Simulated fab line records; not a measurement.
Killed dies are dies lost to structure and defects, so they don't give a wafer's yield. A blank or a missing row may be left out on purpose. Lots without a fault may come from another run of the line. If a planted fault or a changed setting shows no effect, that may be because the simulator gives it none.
fab line records	flow berkeley_cmos170
[record] lots = 5	wafers = 15	last_day = 12
route steps=331 shown PVT@122 GATE@125 FIELD@126 PLDD@145
lots untouched by any fault: they come from a run of this same line in which no faults occurred
start_h: the number of hours between the record's first day and the start of the first shown wafer of the lot	wait_h: time in hours since the lot's previous step	" the same as in the row above	L1.1+2: a single row standing in for several wafers	- no value present, or no start provided	* or withheld: withheld	< > ~ a bound
route shown NAME@n: a module of which the file shows steps, and the number in the route of the first	usual: mean/standard deviation of fault-free wafers	same: alike in all rows	chamber/n: place in a boat	sites: per-site readings	_std_site: how widely they spread, as a standard deviation	_edge_site: outer sites' mean less inner sites'	radius_mm: how far each site lies from the wafer's centre	mask NAME#n: copy n	behind: the last tool/chamber to shape the wafer	hold: cause of the lot's hold/its duration in hours/its outcome	device: which transistor (n, p or np) failed to switch	end of line: the route-end tests of the same wafers	step lacking rows: just its recipe	killed: at the first sort, the dies lost to defects and structure; wafer yield is something else	map: the dies of a wafer, with x for killed, . for not killed, _ for no die there
set.NAME: setting as actually run; set.NAME@STEP: the setting as run at that earlier step	model.NAME: the simulator's own value behind a step, which no gauge read
lots at some steps of the route; a table a step, a row a wafer
services: from which hour (start_h, from the record's first day; less than 0 if before it) a tool's chamber was out of use, for how many hours, and why
[[steps]]
[step UCB170_PVT_IMPLANT_07]
[recipe] species = P	dose_cm2 = 2e+12	energy_kev = 30	tilt_deg = 7
[usual] end_station_pressure_torr = 4.98e-06/2.6e-07	tilt_deg = 7.004/0.018
lot.wafer	tool	chamber	start_h	wait_h	end_station_pressure_torr	tilt_deg
L078.2	implanter-04	0	149.16	0.0	5.3e-06	7.035
L078.3	"	0	"	"	4.52e-06	7.005
L078.5	"	0	"	"	5.02e-06	7.001
L082.3	implanter-04	0	174.44	0.1	4.88e-06	6.979
L082.4	"	0	"	"	5.73e-06	6.990
L082.6	"	0	"	"	4.88e-06	7.002
L089.1	implanter-02	0	206.80	0.0	4.5e-06	6.994
L089.2	"	0	"	"	5.24e-06	6.970
L089.6	"	0	"	"	5.25e-06	7.013
L093.1	implanter-04	0	228.24	0.0	5.02e-06	7.002
L093.3	"	0	"	"	5.28e-06	7.011
L093.6	"	0	"	"	4.91e-06	6.983
L094.3	implanter-02	0	240.75	0.1	4.71e-06	7.021
L094.4	"	0	"	"	4.35e-06	7.022
L094.6	"	0	"	"	5.21e-06	7.018
[step UCB170_PVT_STRIP_08]
[recipe] chemistry = O2	power_w = 400	pressure_mtorr = 3500	platen_temp_c = withheld	o2_flow_sccm = 400	overash_fraction = 0.5
[usual] drypump_motor_current_A = 5.4/0.35	oes_product_au = 0.735/0.0045	strip_time_to_endpoint_s = 21.65/0.064
[same] overash_fraction = 0.5
lot.wafer	tool	chamber	start_h	wait_h	drypump_motor_current_A	oes_product_au	rf_hours_counter_h	strip_time_to_endpoint_s
L078.2	plasma_asher-03	0	149.28	0.1	4.9	0.738	37	21.59
L078.3	"	1	"	"	5.7	0.733	-	21.62
L078.5	"	0	"	"	4.9	0.735	-	21.63
L082.3	plasma_asher-01	1	174.57	0.1	5.8	0.743	-	21.62
L082.4	"	0	"	"	5.4	0.735	-	21.61
L082.6	"	1	"	"	5.8	0.735	-	21.57
L089.1	plasma_asher-03	1	206.95	0.1	5.7	0.738	44	21.73
L089.2	"	0	"	"	4.9	0.738	44	21.67
L089.6	"	0	"	"	4.9	0.734	-	21.68
L093.1	plasma_asher-01	0	228.39	0.1	5.4	0.735	51	21.64
L093.3	"	0	"	"	5.4	0.736	-	21.61
L093.6	"	0	"	"	5.4	0.728	-	21.59
L094.3	plasma_asher-03	1	240.89	0.1	5.7	0.739	-	21.65
L094.4	"	0	"	"	4.9	0.728	-	21.67
L094.6	"	1	"	"	5.7	0.728	-	21.64
[step UCB170_PVT_TW_MEAS_09]
[usual] PVT_TW = 505/4.4
lot.wafer	tool	chamber	start_h	wait_h	PVT_TW
L078.2	film_metro-04	-	149.39	0.1	508
L078.3	"	-	"	"	508
L078.5	"	-	"	"	512
L082.3	film_metro-03	-	174.66	0.1	499
L082.4	"	-	"	"	501
L082.6	"	-	"	"	499
L089.1	film_metro-04	-	207.07	0.1	508
L089.2	"	-	"	"	509
L089.6	"	-	"	"	506
L093.1	film_metro-03	-	228.49	0.1	502
L093.3	"	-	"	"	504
L093.6	"	-	"	"	503
L094.3	film_metro-04	-	240.97	0.1	510
L094.4	"	-	"	"	511
L094.6	"	-	"	"	511
[step UCB170_GATE_WET_ETCH_00]
[recipe] chemistry = dHF	dilution = 25:1	target = SiO2	temp_c = 25	time_s = 200
[usual] bath_heat_duty_pct = 6.1/0.59
lot.wafer	tool	chamber	start_h	wait_h	bath_heat_duty_pct
L078.2	wet_bench-02	3	149.44	0.0	6.2
L078.3	"	3	"	"	5.3
L078.5	"	3	"	"	5.3
L082.3	wet_bench-02	3	174.72	0.1	6.7
L082.4	"	3	"	"	5.5
L082.6	"	3	"	"	6.5
L089.1	wet_bench-01	3	207.15	0.1	6.1
L089.2	"	3	"	"	6.5
L089.6	"	3	"	"	6.6
L093.1	wet_bench-01	3	228.55	0.1	5.5
L093.3	"	3	"	"	6.2
L093.6	"	3	"	"	6.4
L094.3	wet_bench-01	2	241.07	0.1	6.7
L094.4	"	2	"	"	6.4
L094.6	"	2	"	"	5.9
[step UCB170_FIELD_THK_MEAS_91]
[recipe] reads = SiO2_of_FIELD_OXIDATION_01
[usual] FIELD_OXIDE_LEFT_2_THK = 353/11
lot.wafer	tool	chamber	start_h	wait_h	FIELD_OXIDE_LEFT_2_THK[nm]
L078.2	film_metro-03	-	149.52	0.0	355
L078.3	"	-	"	"	355
L078.5	"	-	"	"	351
L082.3	film_metro-03	-	174.80	0.0	359
L082.4	"	-	"	"	369
L082.6	"	-	"	"	352
L089.1	film_metro-04	-	207.43	0.2	348
L089.2	"	-	"	"	350
L089.6	"	-	"	"	354
L093.1	film_metro-01	-	228.62	0.0	349
L093.3	"	-	"	"	348
L093.6	"	-	"	"	344
L094.3	film_metro-04	-	241.15	0.0	349
L094.4	"	-	"	"	363
L094.6	"	-	"	"	359
[step UCB170_GATE_OXIDATION_01]
[recipe] temp_c = 850	ambient = O2	target_thk_a = 66	ox_time_s = 1800
[usual] spike_tc_load_C = 875.0/2	zone_power_source_pct = 23.5/2.6
lot.wafer	tool	chamber	start_h	wait_h	spike_tc_load_C	zone_power_source_pct
L078.2	furnace-04	0	152.50	3.0	874.9	25.6
L078.3	"	0	"	"	873.7	25.0
L078.5	"	0	"	"	874.9	24.9
L082.3	furnace-04	0	179.13	4.3	874.8	25.4
L082.4	"	0	"	"	875.4	25.3
L082.6	"	0	"	"	875.1	25.4
L089.1	furnace-01	0	210.85	3.4	874.8	19.6
L089.2	"	0	"	"	873.0	19.2
L089.6	"	0	"	"	875.8	19.6
L093.1	furnace-04	0	234.11	5.5	876.9	25.2
L093.3	"	0	"	"	876.8	25.6
L093.6	"	0	"	"	875.3	25.5
L094.3	furnace-04	0	245.06	3.9	876.5	25.4
L094.4	"	0	"	"	877.2	25.0
L094.6	"	0	"	"	874.2	25.3
[step UCB170_GATE_THK_MEAS_02]
[recipe] reads = SiO2_of_GATE_OXIDATION_01
[usual] GATE_OXIDE_THK = 6.60/0.17
lot.wafer	tool	chamber	start_h	wait_h	GATE_OXIDE_THK[nm]
L078.2	film_metro-01	-	154.01	0.0	6.45
L078.3	"	-	"	"	6.51
L078.5	"	-	"	"	6.50
L082.3	film_metro-04	-	180.65	0.0	6.73
L082.4	"	-	"	"	6.74
L082.6	"	-	"	"	6.69
L089.1	film_metro-02	-	212.41	0.1	6.64
L089.2	"	-	"	"	6.76
L089.6	"	-	"	"	6.69
L093.1	film_metro-01	-	235.61	0.0	6.39
L093.3	"	-	"	"	6.51
L093.6	"	-	"	"	6.55
L094.3	film_metro-01	-	246.58	0.0	6.46
L094.4	"	-	"	"	6.46
L094.6	"	-	"	"	6.37
[step UCB170_GATE_ANNEAL_03]
[recipe] temp_c = 900	time_s = 1800	ambient = N2
[usual] spike_tc_load_C = 923.8/2.8	zone_power_source_pct = 23.8/2.5
lot.wafer	tool	chamber	start_h	wait_h	spike_tc_load_C	zone_power_source_pct
L078.2	furnace-02	0	156.18	2.2	920.4	23.0
L078.3	"	0	"	"	918.3	23.2
L078.5	"	0	"	"	922.0	22.9
L082.3	furnace-01	0	184.05	3.4	926.5	22.4
L082.4	"	0	"	"	925.3	22.4
L082.6	"	0	"	"	926.9	21.9
L089.1	furnace-02	0	217.83	5.4	920.2	23.2
L089.2	"	0	"	"	920.0	22.8
L089.6	"	0	"	"	919.0	22.7
L093.1	furnace-01	0	239.75	4.1	924.3	22.4
L093.3	"	0	"	"	926.2	22.4
L093.6	"	0	"	"	924.0	22.0
L094.3	furnace-04	0	251.98	5.4	926.2	28.3
L094.4	"	0	"	"	926.9	29.1
L094.6	"	0	"	"	925.3	28.8
[step UCB170_GATE_CVD_04]
[recipe] material = poly-Si	temp_c = 610	precursor = SiH4	time_s = 1440	pressure_mtorr = 375	target_thk_nm = 214	sih4_flow_sccm = 120
[usual] spike_tc_load_C = 631.3/2.5	zone_power_source_pct = 11.2/1.1
lot.wafer	tool	chamber	start_h	wait_h	spike_tc_load_C	zone_power_source_pct
L078.2	lpcvd-01	0	157.68	0.0	631.0	12.7
L078.3	"	0	"	"	630.3	12.6
L078.5	"	0	"	"	630.6	12.6
L082.3	lpcvd-01	0	185.55	0.0	631.2	12.8
L082.4	"	0	"	"	631.2	12.6
L082.6	"	0	"	"	630.5	12.7
L089.1	lpcvd-02	1	219.33	0.0	636.3	10.9
L089.2	"	1	"	"	637.0	11.1
L089.6	"	1	"	"	634.9	11.1
L093.1	lpcvd-01	0	241.25	0.0	630.3	12.8
L093.3	"	0	"	"	632.9	12.6
L093.6	"	0	"	"	630.5	12.5
L094.3	lpcvd-01	0	253.48	0.0	630.4	12.6
L094.4	"	0	"	"	631.3	12.6
L094.6	"	0	"	"	629.5	12.5
[step UCB170_GATE_THK_MEAS_05]
[recipe] reads = poly-Si_of_GATE_CVD_04
[usual] GATE_POLY_THK = 214.0/1.6
lot.wafer	tool	chamber	start_h	wait_h	GATE_POLY_THK[nm]
L078.2	film_metro-04	-	159.15	0.1	214.8
L078.3	"	-	"	"	213.2
L078.5	"	-	"	"	212.7
L082.3	film_metro-04	-	187.67	0.0	212.3
L082.4	"	-	"	"	214.9
L082.6	"	-	"	"	211.9
L089.1	film_metro-02	-	220.80	0.1	211.3
L089.2	"	-	"	"	213.3
L089.6	"	-	"	"	213.5
L093.1	film_metro-02	-	242.65	0.0	216.0
L093.3	"	-	"	"	215.2
L093.6	"	-	"	"	215.6
L094.3	film_metro-01	-	254.94	0.1	213.6
L094.4	"	-	"	"	213.3
L094.6	"	-	"	"	212.5
[step UCB170_GATE_COAT_06]
[recipe] resist = BARC	temp_c = withheld	time_s = withheld	spin_rpm = 3000	resist_thk_nm = withheld
[usual] dispense_pressure_kPa = 45/3.3	spin_speed_rpm = 3000.1/1.9
lot.wafer	tool	chamber	start_h	wait_h	dispense_pressure_kPa	spin_speed_rpm
L078.2	litho_track-03	0	159.61	0.5	42	2998.1
L078.3	"	0	"	"	42	2997.3
L078.5	"	0	"	"	42	3000.5
L082.3	litho_track-02	0	187.76	0.1	50	3000.4
L082.4	"	0	"	"	50	3001.9
L082.6	"	0	"	"	50	3000.5
L089.1	litho_track-04	0	221.05	0.2	46	3002.9
L089.2	"	0	"	"	46	3001.8
L089.6	"	0	"	"	46	2997.5
L093.1	litho_track-03	0	242.71	0.1	42	3002.1
L093.3	"	0	"	"	42	3000.5
L093.6	"	0	"	"	42	3001.4
L094.3	litho_track-04	0	255.17	0.2	46	2998.4
L094.4	"	0	"	"	46	3000.2
L094.6	"	0	"	"	46	2999.7
[step UCB170_GATE_COAT_07]
[recipe] resist = KrF	spin_rpm = 1500	resist_thk_nm = 900
[usual] dispense_pressure_kPa = 45/3.3	spin_speed_rpm = 1500.0/0.89
lot.wafer	tool	chamber	start_h	wait_h	dispense_pressure_kPa	spin_speed_rpm
L078.2	litho_track-03	0	-	-	42	1499.8
L078.3	"	0	"	"	42	1501.8
L078.5	"	0	"	"	42	1500.7
L082.3	litho_track-02	0	-	-	50	1500.9
L082.4	"	0	"	"	50	1500.4
L082.6	"	0	"	"	50	1500.1
L089.1	litho_track-04	0	-	-	46	1501.4
L089.2	"	0	"	"	46	1500.8
L089.6	"	0	"	"	46	1501.8
L093.1	litho_track-03	0	-	-	42	1500.7
L093.3	"	0	"	"	42	1500.0
L093.6	"	0	"	"	42	1500.6
L094.3	litho_track-04	0	-	-	46	1499.2
L094.4	"	0	"	"	46	1500.0
L094.6	"	0	"	"	46	1500.7
[step UCB170_GATE_SOFTBAKE_08]
[recipe] resist = KrF	temp_c = 130	time_s = 60
lot.wafer	tool	chamber	start_h	wait_h
L078.2+3+5	litho_track-03	0	-	-
L082.3+4+6	litho_track-02	0	-	-
L089.1+2+6	litho_track-04	0	-	-
L093.1+3+6	litho_track-03	0	-	-
L094.3+4+6	litho_track-04	0	-	-
[step UCB170_GATE_EXPOSE_09]
[recipe] mask_id = POLY	target_cd_nm = 350	na = 0.5	sigma_outer = 0.6	source_shape = conventional	dose_mj = 21
lot.wafer	tool	chamber	start_h	wait_h	mask
L078.2+3+5	krf_scanner-02	0	-	-	POLY#0
L082.3+4+6	krf_scanner-02	0	188.32	-	POLY#0
L089.1+2+6	krf_scanner-01	0	221.62	-	POLY#0
L093.1+3+6	krf_scanner-02	0	243.28	-	POLY#0
L094.3+4+6	krf_scanner-02	0	255.92	-	POLY#0
[step UCB170_GATE_PEB_10]
[recipe] peb_temp_c = 130.5	peb_time_s = withheld	resist = KrF
lot.wafer	tool	chamber	start_h	wait_h
L078.2+3+5	litho_track-02	0	-	-
L082.3+4+6	litho_track-04	0	188.57	0.2
L089.1+2+6	litho_track-03	0	221.81	0.2
L093.1+3+6	litho_track-02	0	243.40	0.1
L094.3+4+6	litho_track-04	0	256.07	0.1
[step UCB170_GATE_DEVELOP_11]
[recipe] developer = TMAH	develop_time_s = 45	resist = KrF	dev_temp_c = 21
lot.wafer	tool	chamber	start_h	wait_h
L078.2+3+5	litho_track-02	0	-	-
L082.3+4+6	litho_track-04	0	-	-
L089.1+2+6	litho_track-03	0	-	-
L093.1+3+6	litho_track-02	0	-	-
L094.3+4+6	litho_track-04	0	-	-
[step UCB170_GATE_CD_MEAS_12]
[recipe] target_cd_nm = 350
[usual] cd_nm = 349.8/1.5
lot.wafer	tool	chamber	start_h	wait_h	cd_nm
L078.2	cd_sem-02	-	161.45	-	349.9
L078.3	"	-	"	"	348.6
L078.5	"	-	"	"	349.2
L082.3	cd_sem-01	-	188.84	-	348.7
L082.4	"	-	"	"	349.4
L082.6	"	-	"	"	349.9
L089.1	cd_sem-02	-	222.09	-	350.3
L089.2	"	-	"	"	350.1
L089.6	"	-	"	"	351.7
L093.1	cd_sem-01	-	243.67	-	350.9
L093.3	"	-	"	"	350.1
L093.6	"	-	"	"	350.5
L094.3	cd_sem-02	-	256.34	-	350.4
L094.4	"	-	"	"	350.6
L094.6	"	-	"	"	351.6
[step UCB170_GATE_OVL_MEAS_13]
[usual] GATE_OVL = 1/5.7
lot.wafer	tool	chamber	start_h	wait_h	GATE_OVL[nm]
L078.2	overlay-01	-	161.56	0.1	10
L078.3	"	-	"	"	4
L078.5	"	-	"	"	6
L082.3	overlay-02	-	188.93	0.1	0
L082.4	"	-	"	"	-3
L082.6	"	-	"	"	0
L089.1	overlay-02	-	222.21	0.1	11
L089.2	"	-	"	"	7
L089.6	"	-	"	"	0
L093.1	overlay-01	-	243.79	0.1	1
L093.3	"	-	"	"	2
L093.6	"	-	"	"	0
L094.3	overlay-01	-	256.43	0.1	-10
L094.4	"	-	"	"	-5
L094.6	"	-	"	"	-10
[step UCB170_GATE_ETCH_14]
[recipe] chemistry = N2/H2	target_depth_a = withheld	overetch_a = withheld	target = BARC	time_s = withheld	source_w = 500	bias_w = 100	pressure_mtorr = 30	n2_flow_sccm = 100	h2_flow_sccm = 200
[usual] drypump_motor_current_A = 5.8/0.54	oes_product_au = 0.995/0.02	throttle_valve_pct = 13.29/0.16
lot.wafer	tool	chamber	start_h	wait_h	drypump_motor_current_A	oes_product_au	throttle_valve_pct
L078.2	rie_diel-02	3	161.59	0.0	6.3	0.986	12.96
L078.3	"	0	"	"	5.5	0.995	13.51
L078.5	"	1	"	"	5.2	1.000	13.28
L082.3	rie_diel-03	0	188.96	0.0	6.3	1.031	13.31
L082.4	"	2	"	"	6.3	1.015	13.26
L082.6	"	1	"	"	6.5	0.996	13.46
L089.1	rie_diel-04	3	222.24	0.0	4.8	0.975	13.43
L089.2	"	2	"	"	5.7	0.998	13.50
L089.6	"	2	"	"	5.7	1.003	13.49
L093.1	rie_diel-04	1	243.83	0.0	5.6	0.974	13.32
L093.3	"	3	"	"	4.8	0.975	13.42
L093.6	"	1	"	"	5.6	0.971	13.32
L094.3	rie_diel-03	3	256.45	0.0	5.0	0.962	13.31
L094.4	"	0	"	"	6.3	1.043	13.29
L094.6	"	2	"	"	6.3	1.002	13.26
[step UCB170_GATE_ETCH_15]
[recipe] chemistry = HBr/Cl2	target = poly-Si	stop_on = SiO2	over_etch_frac = 0.3	icp_w = 300	bias_w = 150	time_s = 56.3	pressure_mtorr = 15	HBr_flow_sccm = 150	Cl2_flow_sccm = 50	target_depth_a = 2782
[usual] drypump_motor_current_A = 5.72/0.29	oes_product_au = 0.833/0.0099	throttle_valve_pct = 26.48/0.27
lot.wafer	tool	chamber	start_h	wait_h	drypump_motor_current_A	oes_product_au	rf_hours_counter_h	throttle_valve_pct
L078.2	rie_si-01	3	161.63	-	6.29	0.842	12	26.16
L078.3	"	0	"	"	5.85	0.825	107	26.85
L078.5	"	0	"	"	5.85	0.818	-	26.83
L082.3	rie_si-01	3	189.00	-	6.28	0.827	12	26.17
L082.4	"	0	"	"	5.85	0.825	107	26.83
L082.6	"	3	"	"	6.27	0.818	-	26.17
L089.1	rie_si-01	2	222.29	-	5.46	0.809	51	26.53
L089.2	"	0	"	"	5.86	0.822	107	26.84
L089.6	"	3	"	"	6.27	0.836	-	26.16
L093.1	rie_si-02	1	243.87	-	5.67	0.838	89	26.77
L093.3	"	3	"	"	5.78	0.864	0	26.09
L093.6	"	3	"	"	5.76	0.860	-	26.08
L094.3	rie_si-01	2	256.50	-	5.44	0.834	51	26.53
L094.4	"	3	"	"	6.28	0.826	12	26.18
L094.6	"	2	"	"	5.48	0.828	-	26.53
[step UCB170_GATE_STRIP_16]
[recipe] chemistry = O2	power_w = 400	pressure_mtorr = 3500	platen_temp_c = withheld	o2_flow_sccm = 400	overash_fraction = 0.5
[usual] drypump_motor_current_A = 5.36/0.22	oes_product_au = 0.724/0.0041
[same] overash_fraction = 0.5
lot.wafer	tool	chamber	start_h	wait_h	drypump_motor_current_A	oes_product_au	rf_hours_counter_h
L078.2	plasma_asher-04	0	161.68	0.0	5.46	0.728	4
L078.3	"	0	"	"	5.44	0.730	-
L078.5	"	1	"	"	5.43	0.723	-
L082.3	plasma_asher-02	0	189.08	0.1	5.18	0.726	-
L082.4	"	1	"	"	5.06	0.721	-
L082.6	"	1	"	"	5.07	0.721	-
L089.1	plasma_asher-01	1	222.33	0.0	5.79	0.717	51
L089.2	"	0	"	"	5.39	0.725	51
L089.6	"	0	"	"	5.39	0.721	-
L093.1	plasma_asher-01	1	243.92	0.0	5.73	0.724	53
L093.3	"	0	"	"	5.40	0.728	-
L093.6	"	1	"	"	5.78	0.721	-
L094.3	plasma_asher-02	0	256.58	0.1	5.20	0.732	-
L094.4	"	1	"	"	5.06	0.729	-
L094.6	"	1	"	"	5.06	0.724	-
[step UCB170_GATE_CD_MEAS_90]
[recipe] target_cd_nm = 350
[usual] cd_nm = 349.5/1.4
lot.wafer	tool	chamber	start_h	wait_h	cd_nm
L078.2	cd_sem-01	-	161.85	0.1	349.5
L078.3	"	-	"	"	348.7
L078.5	"	-	"	"	348.6
L082.3	cd_sem-01	-	189.19	0.1	347.1
L082.4	"	-	"	"	348.8
L082.6	"	-	"	"	349.6
L089.1	cd_sem-02	-	222.48	0.1	350.4
L089.2	"	-	"	"	349.2
L089.6	"	-	"	"	349.8
L093.1	cd_sem-02	-	244.02	0.1	351.0
L093.3	"	-	"	"	351.0
L093.6	"	-	"	"	350.9
L094.3	cd_sem-02	-	256.68	0.1	350.7
L094.4	"	-	"	"	349.2
L094.6	"	-	"	"	350.8
[step UCB170_GATE_CLEAN_17]
[recipe] chemistry = SPM	temp_c = 120	time_s = 600
[usual] bath_heat_duty_pct = 12.4/1.1
lot.wafer	tool	chamber	start_h	wait_h	bath_heat_duty_pct
L078.2	wet_bench-01	2	161.99	0.1	13.7
L078.3	"	2	"	"	13.8
L078.5	"	2	"	"	13.8
L082.3	wet_bench-01	2	189.33	0.1	14.0
L082.4	"	2	"	"	14.4
L082.6	"	2	"	"	13.9
L089.1	wet_bench-02	0	223.24	0.7	11.0
L089.2	"	0	"	"	12.4
L089.6	"	0	"	"	11.2
L093.1	wet_bench-01	0	244.18	0.1	11.5
L093.3	"	0	"	"	12.1
L093.6	"	0	"	"	11.0
L094.3	wet_bench-01	0	256.84	0.1	11.6
L094.4	"	0	"	"	11.2
L094.6	"	0	"	"	10.1
[step UCB170_PLDD_HMDS_00]
[recipe] prime_time_s = 60	prime_temp_c = 99.49
lot.wafer	tool	chamber	start_h	wait_h
L078.2+3+5	litho_track-01	0	162.36	0.2
L082.3+4+6	litho_track-04	0	189.57	0.1
L089.1+2+6	litho_track-04	0	223.41	0.0
L093.1+3+6	litho_track-04	0	244.37	0.0
L094.3+4+6	litho_track-01	0	257.42	0.4
[step UCB170_PLDD_COAT_01]
[recipe] resist = KrF	spin_rpm = 1500	resist_thk_nm = 900
[usual] dispense_pressure_kPa = 47.2/2.3	spin_speed_rpm = 1500.0/0.94
lot.wafer	tool	chamber	start_h	wait_h	dispense_pressure_kPa	spin_speed_rpm
L078.2	litho_track-01	0	162.51	0.1	44.2	1501.5
L078.3	"	0	"	"	44.1	1499.5
L078.5	"	0	"	"	44.1	1500.3
L082.3	litho_track-04	0	189.72	0.1	45.8	1499.0
L082.4	"	0	"	"	45.8	1499.7
L082.6	"	0	"	"	45.8	1500.8
L089.1	litho_track-04	0	223.56	0.1	45.8	1499.0
L089.2	"	0	"	"	45.8	1500.8
L089.6	"	0	"	"	45.8	1499.6
L093.1	litho_track-04	0	244.52	0.1	45.8	1498.3
L093.3	"	0	"	"	45.8	1500.4
L093.6	"	0	"	"	45.8	1500.3
L094.3	litho_track-01	0	257.57	0.1	44.1	1498.6
L094.4	"	0	"	"	44.1	1498.9
L094.6	"	0	"	"	44.1	1499.8
[step UCB170_PLDD_SOFTBAKE_02]
[recipe] resist = KrF	temp_c = 130	time_s = 60
lot.wafer	tool	chamber	start_h	wait_h
L078.2+3+5	litho_track-01	0	162.66	0.1
L082.3+4+6	litho_track-04	0	189.87	0.1
L089.1+2+6	litho_track-04	0	223.71	0.1
L093.1+3+6	litho_track-04	0	244.67	0.1
L094.3+4+6	litho_track-01	0	257.72	0.1
[step UCB170_PLDD_EXPOSE_03]
[recipe] mask_id = PSELECT	na = 0.5	sigma_outer = 0.6	source_shape = conventional	target_cd_nm = 1200	dose_mj = 30
lot.wafer	tool	chamber	start_h	wait_h	mask
L078.2+3+5	krf_scanner-02	0	162.80	0.1	PSELECT#0
L082.3+4+6	krf_scanner-02	0	190.01	0.1	PSELECT#0
L089.1+2+6	krf_scanner-02	0	224.22	0.5	PSELECT#0
L093.1+3+6	krf_scanner-01	0	244.94	0.2	PSELECT#0
L094.3+4+6	krf_scanner-02	0	257.86	0.1	PSELECT#0
[step UCB170_PLDD_PEB_04]
[recipe] peb_temp_c = 130	peb_time_s = withheld	resist = KrF
lot.wafer	tool	chamber	start_h	wait_h
L078.2+3+5	litho_track-02	0	162.93	0.1
L082.3+4+6	litho_track-01	0	190.56	0.5
L089.1+2+6	litho_track-02	0	224.34	0.1
L093.1+3+6	litho_track-01	0	245.06	0.1
L094.3+4+6	litho_track-04	0	258.34	0.5
[step UCB170_PLDD_DEVELOP_05]
[recipe] developer = TMAH	develop_time_s = 45	resist = KrF	dev_temp_c = 21
lot.wafer	tool	chamber	start_h	wait_h
L078.2+3+5	litho_track-02	0	-	-
L082.3+4+6	litho_track-01	0	-	-
L089.1+2+6	litho_track-02	0	-	-
L093.1+3+6	litho_track-01	0	-	-
L094.3+4+6	litho_track-04	0	-	-
[step UCB170_PLDD_CD_MEAS_06]
[recipe] target_cd_nm = 1200
[usual] cd_nm = 1199.9/1.4
lot.wafer	tool	chamber	start_h	wait_h	cd_nm
L078.2	cd_sem-02	-	163.20	-	1201.4
L078.3	"	-	"	"	1201.2
L078.5	"	-	"	"	1201.5
L082.3	cd_sem-02	-	190.82	-	1202.0
L082.4	"	-	"	"	1201.6
L082.6	"	-	"	"	1201.9
L089.1	cd_sem-02	-	224.61	-	1200.7
L089.2	"	-	"	"	1200.0
L089.6	"	-	"	"	1200.7
L093.1	cd_sem-02	-	245.33	-	1199.5
L093.3	"	-	"	"	1200.5
L093.6	"	-	"	"	1200.0
L094.3	cd_sem-02	-	258.61	-	1200.3
L094.4	"	-	"	"	1201.1
L094.6	"	-	"	"	1201.7
[step UCB170_PLDD_OVL_MEAS_07]
[usual] PLDD_OVL = 0/5.3
lot.wafer	tool	chamber	start_h	wait_h	PLDD_OVL[nm]
L078.2	overlay-01	-	163.30	0.1	12
L078.3	"	-	"	"	3
L078.5	"	-	"	"	-3
L082.3	overlay-02	-	190.91	0.1	1
L082.4	"	-	"	"	5
L082.6	"	-	"	"	7
L089.1	overlay-01	-	224.73	0.1	3
L089.2	"	-	"	"	4
L089.6	"	-	"	"	7
L093.1	overlay-02	-	245.45	0.1	-4
L093.3	"	-	"	"	-2
L093.6	"	-	"	"	2
L094.3	overlay-01	-	258.70	0.1	6
L094.4	"	-	"	"	3
L094.6	"	-	"	"	2
[step UCB170_PLDD_IMPLANT_08]
[recipe] species = BF2	dose_cm2 = 5e+13	energy_kev = 10	tilt_deg = 7	rotation_deg = 0
[usual] end_station_pressure_torr = 5.18e-06/2.7e-07	tilt_deg = 6.998/0.02
lot.wafer	tool	chamber	start_h	wait_h	end_station_pressure_torr	tilt_deg
L078.2	implanter-01	0	163.36	0.0	5.5e-06	6.999
L078.3	"	0	"	"	5.43e-06	7.013
L078.5	"	0	"	"	5.08e-06	6.986
L082.3	implanter-02	0	190.99	0.1	5.21e-06	6.995
L082.4	"	0	"	"	5.47e-06	6.973
L082.6	"	0	"	"	5.13e-06	6.988
L089.1	implanter-01	0	224.77	0.0	5.09e-06	6.981
L089.2	"	0	"	"	5.56e-06	6.988
L089.6	"	0	"	"	4.68e-06	6.994
L093.1	implanter-04	0	245.49	0.0	4.72e-06	7.002
L093.3	"	0	"	"	5.32e-06	6.994
L093.6	"	0	"	"	5.29e-06	7.007
L094.3	implanter-01	0	258.77	0.1	5.52e-06	7.024
L094.4	"	0	"	"	5.58e-06	6.960
L094.6	"	0	"	"	4.88e-06	7.011
[[services]]
tool	chamber	start_h	hours	kind
implanter-04	-	127.64	1.2	repair
furnace-02	-	135.31	3.8	pm
krf_scanner-01	-	143.37	0.8	pm
rie_diel-04	1	145.68	6.8	repair
rie_diel-03	3	145.85	5.5	repair
krf_scanner-02	-	149.52	0.8	pm
rie_si-01	3	153.81	6.9	repair
furnace-01	-	167.07	4.0	pm
rie_diel-04	1	177.78	5.5	repair
rie_si-01	-	182.75	0.3	repair
krf_scanner-01	-	182.78	1.7	repair
rie_diel-04	2	184.69	5.2	repair
rie_diel-04	1	199.88	3.4	repair
krf_scanner-02	-	200.80	0.6	repair
implanter-04	-	200.96	4.0	repair
rie_diel-03	3	202.35	9.5	repair
implanter-02	-	207.46	27.7	pm
krf_scanner-02	-	210.04	5.0	repair
plasma_asher-02	-	221.27	4.3	pm
implanter-02	-	235.18	4.0	pm
rie_diel-03	-	236.35	0.4	repair
plasma_asher-02	-	239.97	14.6	pm
rie_diel-04	1	255.65	8.1	repair
krf_scanner-01	-	256.96	1.1	repair
[[key]]
fault none
